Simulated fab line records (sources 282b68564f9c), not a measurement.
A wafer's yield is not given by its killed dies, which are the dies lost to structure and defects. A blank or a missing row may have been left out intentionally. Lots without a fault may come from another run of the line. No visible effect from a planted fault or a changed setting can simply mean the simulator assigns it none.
fab line records	flow rit_cmos
record lots=15	wafers=45	last_day=7
route steps=202 shown SPACER@128 PSD@151 M1@202
lots untouched by any fault: they come from a run of this same line in which no faults occurred
start_h: start of the lot's first displayed wafer, in hours after the record's first day	wait_h: how many hours have passed since the lot's step before this one	" unchanged from the row above	L1.1+2: several wafers, shown together as one row	- value missing, or start not given	* or withheld: withheld	< > ~ a bound
route shown NAME@n: names a module that has steps shown in the file, with the first one's number in the route	usual: the fault-free wafers' mean and standard deviation	same: alike in all rows	chamber/n: place in a boat	sites: readings site by site	_std_site: the values' standard deviation	_edge_site: inner sites' mean taken away from outer sites' mean	radius_mm: how far each site lies from the wafer's centre	mask NAME#n: copy n	behind: the tool/chamber that last shaped the wafer	hold: cause of the lot's hold/its duration in hours/its outcome	device: names the non-switching transistor (n, p or np)	end of line: the tests these same wafers got at the end of their route	a step without rows: its recipe alone	killed: not the wafer's yield, but the dies lost to structure and defects at the first sort	map: a wafer's dies, x killed, . not, _ none there
set.NAME: the run value of the setting; set.NAME@STEP: its run value at that earlier step	model.NAME: the simulator's own value behind a step, which no gauge read
one table for each step of the route and one row for each wafer, over a sample of lots
services: a tool's chamber out of use, with start hour (start_h, from the record's first day; less than 0 if before it), hours out, and reason
## steps
# step RIT_SPACER_CVD_03
# recipe material=Si3N4	target_thk_nm=250	temp_c=810	precursor=SiH2Cl2/NH3	time_s=3300	pressure_mtorr=300	sih2cl2_flow_sccm=60	nh3_flow_sccm=150
# usual spike_tc_load_C=835.4/2.2
lot.wafer	tool	chamber	start_h	wait_h	spike_tc_load_C
L391.2	lpcvd-01	0	57.31	0.0	834.8
L391.5	"	0	"	"	836.3
L391.6	"	0	"	"	835.1
L392.1	lpcvd-02	1	60.67	0.0	837.0
L392.2	"	1	"	"	836.4
L392.4	"	1	"	"	836.3
L393.3	lpcvd-01	0	60.78	0.0	836.7
L393.4	"	0	"	"	837.3
L393.6	"	0	"	"	837.2
L394.1	lpcvd-01	0	72.63	0.0	836.8
L394.4	"	0	"	"	837.3
L394.5	"	0	"	"	834.4
L395.2	lpcvd-01	1	75.19	0.0	836.0
L395.3	"	1	"	"	836.2
L395.4	"	1	"	"	835.8
L397.1	lpcvd-02	1	84.38	0.0	836.0
L397.2	"	1	"	"	836.6
L397.5	"	1	"	"	838.1
L398.1	lpcvd-02	0	89.40	0.0	832.7
L398.3	"	0	"	"	831.0
L398.6	"	0	"	"	834.4
L399.2	lpcvd-01	0	96.79	0.0	837.2
L399.5	"	0	"	"	835.6
L399.6	"	0	"	"	836.7
L400.1	lpcvd-02	0	99.83	0.0	832.7
L400.3	"	0	"	"	832.1
L400.4	"	0	"	"	833.6
L401.2	lpcvd-01	1	105.78	0.0	838.3
L401.4	"	1	"	"	836.3
L401.6	"	1	"	"	836.0
L403.1	lpcvd-02	0	112.15	0.0	831.8
L403.4	"	0	"	"	832.6
L403.5	"	0	"	"	831.2
L405.2	lpcvd-02	0	124.27	0.0	831.9
L405.3	"	0	"	"	834.2
L405.4	"	0	"	"	832.2
L407.1	lpcvd-02	0	131.06	0.0	834.8
L407.2	"	0	"	"	832.2
L407.5	"	0	"	"	832.6
L410.2	lpcvd-01	0	149.85	0.0	839.3
L410.4	"	0	"	"	836.3
L410.5	"	0	"	"	838.9
L412.1	lpcvd-01	0	159.03	0.0	836.7
L412.4	"	0	"	"	838.8
L412.5	"	0	"	"	837.1
# step RIT_SPACER_THK_MEAS_04
# recipe reads=Si3N4_of_SPACER_CVD_03
# usual SPACER_NITRIDE_THK=251.7/1.9
lot.wafer	tool	chamber	start_h	wait_h	SPACER_NITRIDE_THK[nm]
L391.2	film_metro-03	-	59.24	0.0	252.3
L391.5	"	-	"	"	252.5
L391.6	"	-	"	"	253.9
L392.1	film_metro-03	-	62.59	0.0	251.7
L392.2	"	-	"	"	253.0
L392.4	"	-	"	"	254.6
L393.3	film_metro-01	-	62.72	0.0	249.6
L393.4	"	-	"	"	252.0
L393.6	"	-	"	"	252.8
L394.1	film_metro-03	-	74.54	0.0	254.8
L394.4	"	-	"	"	254.6
L394.5	"	-	"	"	255.2
L395.2	film_metro-02	-	77.12	0.0	248.4
L395.3	"	-	"	"	250.0
L395.4	"	-	"	"	249.1
L397.1	film_metro-03	-	86.30	0.0	250.3
L397.2	"	-	"	"	251.6
L397.5	"	-	"	"	251.7
L398.1	film_metro-01	-	91.32	0.0	254.0
L398.3	"	-	"	"	252.6
L398.6	"	-	"	"	251.5
L399.2	film_metro-02	-	98.72	0.0	250.4
L399.5	"	-	"	"	249.2
L399.6	"	-	"	"	250.7
L400.1	film_metro-02	-	101.75	0.0	257.3
L400.3	"	-	"	"	255.1
L400.4	"	-	"	"	252.7
L401.2	film_metro-02	-	107.71	0.0	253.7
L401.4	"	-	"	"	250.6
L401.6	"	-	"	"	252.6
L403.1	film_metro-02	-	114.07	0.3	167.7
L403.4	"	-	"	"	168.7
L403.5	"	-	"	"	166.2
L405.2	film_metro-01	-	126.20	0.3	167.2
L405.3	"	-	"	"	168.8
L405.4	"	-	"	"	167.5
L407.1	film_metro-03	-	132.97	0.3	168.1
L407.2	"	-	"	"	166.6
L407.5	"	-	"	"	168.0
L410.2	film_metro-01	-	151.78	0.0	248.5
L410.4	"	-	"	"	250.7
L410.5	"	-	"	"	249.7
L412.1	film_metro-02	-	160.95	0.0	251.0
L412.4	"	-	"	"	252.1
L412.5	"	-	"	"	250.1
# step RIT_SPACER_ETCHBACK_05
# recipe target_depth_a=2500	SF6_flow_sccm=30	CHF3_flow_sccm=30	target=Si3N4	chemistry=SF6/CHF3	pressure_mtorr=40	rf_w=250	time_s=240	stop_on=SiO2
# usual drypump_motor_current_A=5.7/0.4	oes_product_au=0.849/0.011	throttle_valve_pct=10.24/0.13
lot.wafer	tool	chamber	start_h	wait_h	drypump_motor_current_A	oes_product_au	rf_hours_counter_h	throttle_valve_pct
L391.2	rie_diel-03	0	59.29	0.0	6.0	0.859	12	10.36
L391.5	"	2	"	"	6.0	0.863	-	10.26
L391.6	"	3	"	"	6.1	0.845	-	9.98
L392.1	rie_diel-01	2	62.65	0.1	5.3	0.828	8	10.41
L392.2	"	3	"	"	5.2	0.845	78	10.25
L392.4	"	1	"	"	5.6	0.841	36	10.27
L393.3	rie_diel-03	1	62.76	0.0	5.7	0.851	3	10.08
L393.4	"	0	"	"	6.0	0.862	12	10.35
L393.6	"	1	"	"	5.7	0.863	-	10.09
L394.1	rie_diel-04	3	74.60	0.1	6.7	0.871	85	10.18
L394.4	"	3	"	"	6.8	0.872	-	10.18
L394.5	"	0	"	"	5.7	0.858	-	10.27
L395.2	rie_diel-03	1	77.17	0.0	5.8	0.852	4	10.09
L395.3	"	3	"	"	6.1	0.834	40	9.98
L395.4	"	0	"	"	6.0	0.853	12	10.35
L397.1	rie_diel-04	3	86.36	0.1	6.7	0.860	86	10.18
L397.2	"	0	"	"	5.7	0.850	4	10.24
L397.5	"	2	"	"	6.0	0.842	-	10.29
L398.1	rie_diel-01	2	91.38	0.1	5.3	0.837	9	10.41
L398.3	"	3	"	"	5.2	0.841	78	10.23
L398.6	"	2	"	"	5.3	0.835	-	10.38
L399.2	rie_diel-01	0	98.77	0.0	5.4	0.848	73	10.16
L399.5	"	1	"	"	5.6	0.830	-	10.25
L399.6	"	0	"	"	5.4	0.850	-	10.15
L400.1	rie_diel-03	1	101.81	0.1	5.7	0.865	4	10.09
L400.3	"	2	"	"	6.0	0.863	28	10.28
L400.4	"	3	"	"	6.1	0.843	41	9.98
L401.2	rie_diel-04	2	107.76	0.0	6.0	0.851	1	10.30
L401.4	"	3	"	"	6.7	0.868	86	10.17
L401.6	"	0	"	"	5.7	0.853	-	10.25
L403.1	rie_diel-03	3	114.13	0.1	6.1	0.644	41	9.91
L403.4	"	0	"	"	6.0	0.652	13	10.27
L403.5	"	2	"	"	6.0	0.646	-	10.20
L405.2	rie_diel-01	0	126.25	0.0	5.4	0.644	74	10.10
L405.3	"	3	"	"	5.2	0.646	79	10.17
L405.4	"	1	"	"	5.6	0.632	37	10.20
L407.1	rie_diel-03	2	133.03	0.1	6.0	0.650	29	10.17
L407.2	"	0	"	"	6.0	0.652	14	10.26
L407.5	"	0	"	"	5.9	0.657	-	10.27
L410.2	rie_diel-03	0	151.83	0.0	6.0	0.848	14	10.36
L410.4	"	1	"	"	5.7	0.860	6	10.09
L410.5	"	1	"	"	5.8	0.854	-	10.08
L412.1	rie_diel-01	1	161.01	0.1	5.6	0.844	37	10.26
L412.4	"	2	"	"	5.3	0.827	10	10.40
L412.5	"	3	"	"	5.2	0.842	-	10.23
# step RIT_PSD_STRIP_09
# recipe chemistry=O2	time_s=180	resist=NOVOLAK	platen_temp_c=withheld	power_w=500	pressure_mtorr=4000	o2_flow_sccm=4000
# usual drypump_motor_current_A=5.6/0.33
lot.wafer	tool	chamber	start_h	wait_h	drypump_motor_current_A	rf_hours_counter_h
L391.2	plasma_asher-02	0	62.30	0.1	5.2	42
L391.5	"	0	"	"	5.1	-
L391.6	"	1	"	"	6.0	-
L392.1	plasma_asher-02	0	66.08	0.1	5.1	43
L392.2	"	1	"	"	6.0	43
L392.4	"	0	"	"	5.1	-
L393.3	plasma_asher-01	1	66.34	0.1	5.5	-
L393.4	"	0	"	"	5.3	-
L393.6	"	0	"	"	5.3	-
L394.1	plasma_asher-02	0	77.48	0.1	5.2	44
L394.4	"	1	"	"	6.0	-
L394.5	"	0	"	"	5.2	-
L395.2	plasma_asher-01	1	79.92	0.1	5.5	45
L395.3	"	1	"	"	5.5	-
L395.4	"	0	"	"	5.3	-
L397.1	plasma_asher-01	1	89.51	0.1	5.5	46
L397.2	"	0	"	"	5.3	46
L397.5	"	0	"	"	5.3	-
L398.1	plasma_asher-02	1	94.13	0.1	6.0	46
L398.3	"	0	"	"	5.2	-
L398.6	"	0	"	"	5.2	-
L399.2	plasma_asher-02	0	101.80	0.1	5.2	47
L399.5	"	0	"	"	5.1	-
L399.6	"	1	"	"	6.1	-
L400.1	plasma_asher-02	0	104.90	0.1	5.2	47
L400.3	"	1	"	"	6.0	-
L400.4	"	0	"	"	5.1	-
L401.2	plasma_asher-02	1	110.98	0.1	6.0	48
L401.4	"	1	"	"	6.1	-
L401.6	"	0	"	"	5.2	-
L403.1	plasma_asher-03	1	117.18	0.1	6.0	46
L403.4	"	0	"	"	5.5	-
L403.5	"	0	"	"	5.5	-
L405.2	plasma_asher-01	0	129.13	0.1	5.3	1
L405.3	"	1	"	"	5.5	-
L405.4	"	0	"	"	5.3	-
L407.1	plasma_asher-01	1	136.35	0.1	5.5	2
L407.2	"	0	"	"	5.3	2
L407.5	"	0	"	"	5.3	-
L410.2	plasma_asher-01	0	154.91	0.1	5.3	4
L410.4	"	1	"	"	5.5	-
L410.5	"	0	"	"	5.4	-
L412.1	plasma_asher-03	0	164.02	0.1	5.5	51
L412.4	"	0	"	"	5.5	-
L412.5	"	1	"	"	6.0	-
# step RIT_M1_PROBE_99
# usual killed_at_M0_to_M3=0.0/0.12	killed_at_contacts=0.1/0.27	killed_at_front_end=7/3.1	killed_dies=7/3.1	killed_open=3.3/2.1	killed_short=3.5/2
# same gross_dies=264	killed_at_M4_up=0	killed_at_back_side=0	killed_at_other=0
lot.wafer	tool	chamber	start_h	wait_h	killed_at_M0_to_M3	killed_at_contacts	killed_at_front_end	killed_dies	killed_open	killed_short
L397.1	prober-01	-	97.42	0.1	0	0	5	5	3	2
L397.2	prober-01	-	97.47	0.1	0	0	8	8	4	4
L397.5	prober-01	-	97.62	0.2	0	0	8	8	6	2
L399.2	prober-01	-	110.14	0.1	0	0	7	7	1	6
L399.5	prober-01	-	110.29	0.2	0	0	12	12	8	4
L399.6	prober-01	-	110.34	0.2	0	0	8	8	3	5
L400.1	prober-02	-	113.07	0.1	0	0	5	5	2	2
L400.3	prober-02	-	113.17	0.2	0	0	3	3	2	1
L400.4	prober-02	-	113.22	0.2	0	0	4	4	1	3
# killed by level:class
L397.1 GATE:geometric_particle:open=1 GATE:geometric_particle:short=1 REOX:geometric_particle:short=1 SPACER:geometric_particle:open=1 SILICIDE:geometric_particle:open=1
L397.2 GATE:geometric_particle:open=2 REOX:geometric_particle:short=2 FOX1:geometric_particle:open=1 FOX1:geometric_particle:short=1 FOX2:geometric_particle:short=1 REOX:geometric_particle:open=1
L397.5 SILICIDE:geometric_particle:open=3 REOX:geometric_particle:open=2 REOX:geometric_particle:short=1 SPACER:geometric_particle:short=1 SPACER:geometric_particle:open=1
L399.2 FOX2:geometric_particle:short=2 GATE:geometric_particle:short=2 SPACER:geometric_particle:short=2 REOX:geometric_particle:open=1
L399.5 FOX2:geometric_particle:short=2 FOX2:geometric_particle:open=2 SILICIDE:geometric_particle:open=2 FOX1:geometric_particle:open=1 GATE:geometric_particle:open=1 REOX:geometric_particle:open=1 SPACER:geometric_particle:open=1 SPACER:geometric_particle:short=1
L399.6 REOX:geometric_particle:short=2 FOX2:geometric_particle:open=1 FOX2:geometric_particle:short=1 GATE:geometric_particle:open=1 GATE:geometric_particle:short=1 SPACER:geometric_particle:short=1 SILICIDE:geometric_particle:open=1
L400.1 FOX2:geometric_particle:open=1 GATE:geometric_particle:short=1 REOX:geometric_particle:short=1 SILICIDE:geometric_particle:open=1 NRETRO:coat_microbubble_printed=1
L400.3 FOX1:geometric_particle:short=1 REOX:geometric_particle:open=1 SILICIDE:geometric_particle:open=1
L400.4 GATE:geometric_particle:short=2 GATE:geometric_particle:open=1 SPACER:geometric_particle:short=1
## services
tool	chamber	start_h	hours	kind
rie_diel-04	1	47.57	5.1	repair
lpcvd-02	-	53.83	6.0	pm
rie_diel-04	2	63.02	-	clean
rie_diel-04	2	63.02	15.6	scheduled_down
rie_diel-04	2	63.02	15.6	vent_cycle
rie_diel-01	3	63.98	7.8	repair
rie_diel-04	0	76.60	4.9	repair
rie_diel-04	1	82.63	4.9	repair
plasma_asher-01	-	103.58	5.6	repair
plasma_asher-01	-	109.20	9.0	pm
plasma_asher-01	0	109.20	9.0	vent_cycle
plasma_asher-01	1	109.20	9.0	vent_cycle
rie_diel-01	1	114.14	8.1	repair
plasma_asher-01	0	118.20	-	clean
plasma_asher-01	1	118.20	-	clean
plasma_asher-02	-	128.81	0.6	repair
plasma_asher-03	-	131.59	4.5	repair
rie_diel-04	-	145.20	1.9	repair
plasma_asher-03	-	163.29	0.5	repair
## key
first_sign step=RIT_SPACER_THK_MEAS_04	reading=SPACER_NITRIDE_THK	direction=down	sigmas=43	usual=251.7	struck=167.7
effect step=RIT_SPACER_ETCHBACK_05	reading=oes_product_au	direction=down	sigmas=19	usual=0.849	struck=0.647
met_at RIT_SPACER_CVD_03
struck_lots L403,L405,L407
struck_wafers L403.1,L403.4,L403.5,L405.2,L405.3,L405.4,L407.1,L407.2,L407.5
tester_left_out L403,L405,L407
not_acting_at RIT_PSD_STRIP_09
onset_between 99.83 112.15
fault kind=process_parameter_drift	tool=lpcvd-02	chamber=0	onset_h=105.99	steps=RIT_SPACER_CVD_03	channel=time_s	offset=*	shape=step	end_h=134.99	acts_in=*	stated=*
# tester_left_out: of these lots the tester's yield and bins aren't shown, on N5 and GAA mostly nor the transistor test; their killed dies are dies lost to structure and defects alone, not to doping, threshold or leakage, so they don't give the yield
